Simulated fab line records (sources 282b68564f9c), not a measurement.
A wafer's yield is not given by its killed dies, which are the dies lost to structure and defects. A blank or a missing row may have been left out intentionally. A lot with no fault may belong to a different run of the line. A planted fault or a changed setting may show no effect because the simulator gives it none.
Shared-tool check -- flow rit cmos -- 15 lots, 45 wafers sampled

== WHY IT WAS OPENED ==
At RIT_NSD_TW_MEAS_10 the reading NSD_TW is flagged on 3 of 15 lots. Wafers without a fault read 3099, standard deviation 37.
Rule: flag the lot when none of its wafers has a number, or when each of its wafers that has one lies beyond 4 standard deviations from that mean. The other lots count as sound.

lot,measured,on,"NSD_TW, wafer by wafer",flag
L476,day 3 00:07,film metro-01,3144 3154 3157,
L477,day 3 08:29,film metro-01,3134 3143 3151,
L478,day 3 15:43,film metro-02,3096 3090 3080,
L479,day 3 21:38,film metro-02,3100 3093 3092,
L480,day 4 01:24,film metro-02,3090 3108 3106,
L481,day 4 04:46,film metro-01,3114 3142 3116,
L482,day 4 14:21,film metro-02,3524 3522 3503,FLAGGED
L484,day 4 22:24,film metro-04,3061 3047 3041,
L485,day 4 23:18,film metro-01,3555 3532 3551,FLAGGED
L489,day 5 21:16,film metro-04,3052 3050 3042,
L491,day 6 08:56,film metro-01,3547 3526 3507,FLAGGED
L494,day 6 19:01,film metro-02,3137 3117 3123,
L495,day 7 04:42,film metro-02,3108 3127 3128,
L497,day 7 10:22,film metro-04,3045 3041 3029,
L498,day 7 15:47,film metro-01,3117 3114 3111,
The numbers of the flagged lots are 3530 on average: +431 against the usual, or +12 standard deviations.

== TOOL THAT RAN EACH LOT ==
The record keeps 1 process step preceding the reading, out of 202 steps on the route. Cell contents, in order: the tool; ch with the chambers the sampled wafers went through; the start.
lot,flag,RIT_NSD_IMPLANT_08
L476,,"implanter-02 ch 0, day 2 23:48"
L477,,"implanter-01 ch 0, day 3 08:10"
L478,,"implanter-02 ch 0, day 3 15:25"
L479,,"implanter-02 ch 0, day 3 21:19"
L480,,"implanter-02 ch 0, day 4 01:07"
L481,,"implanter-01 ch 0, day 4 04:27"
L482,FLAGGED,"implanter-01 ch 0, day 4 13:44"
L484,,"implanter-01 ch 0, day 4 22:05"
L485,FLAGGED,"implanter-02 ch 0, day 4 22:41"
L489,,"implanter-01 ch 0, day 5 20:58"
L491,FLAGGED,"implanter-01 ch 0, day 6 08:20"
L494,,"implanter-03 ch 0, day 6 18:42"
L495,,"implanter-02 ch 0, day 7 04:22"
L497,,"implanter-01 ch 0, day 7 10:05"
L498,,"implanter-03 ch 0, day 7 15:29"
These steps, and what they do:
- RIT_NSD_IMPLANT_08
- RIT_NSD_TW_MEAS_10

== FLAGGED OVER TOTAL, TOOL BY TOOL (the gauges that took the reading come last) ==
step,tool,lots run,flagged,share of the flagged lots,sound lots run after its first flagged lot
RIT_NSD_IMPLANT_08,implanter-01,7,2,some,"3 (L484,L489,L497)"
RIT_NSD_IMPLANT_08,implanter-02,6,1,some,1 (L495)
RIT_NSD_IMPLANT_08,implanter-03,2,0,none,-
RIT_NSD_TW_MEAS_10,film metro-01,6,2,some,1 (L498)
RIT_NSD_TW_MEAS_10,film metro-02,6,1,some,"2 (L494,L495)"
RIT_NSD_TW_MEAS_10,film metro-04,3,0,none,-

== WHAT THE TABLE PERMITS ==
No row of the table ran every flagged lot.

== WHAT THE SIMULATOR HAD INSERTED ==
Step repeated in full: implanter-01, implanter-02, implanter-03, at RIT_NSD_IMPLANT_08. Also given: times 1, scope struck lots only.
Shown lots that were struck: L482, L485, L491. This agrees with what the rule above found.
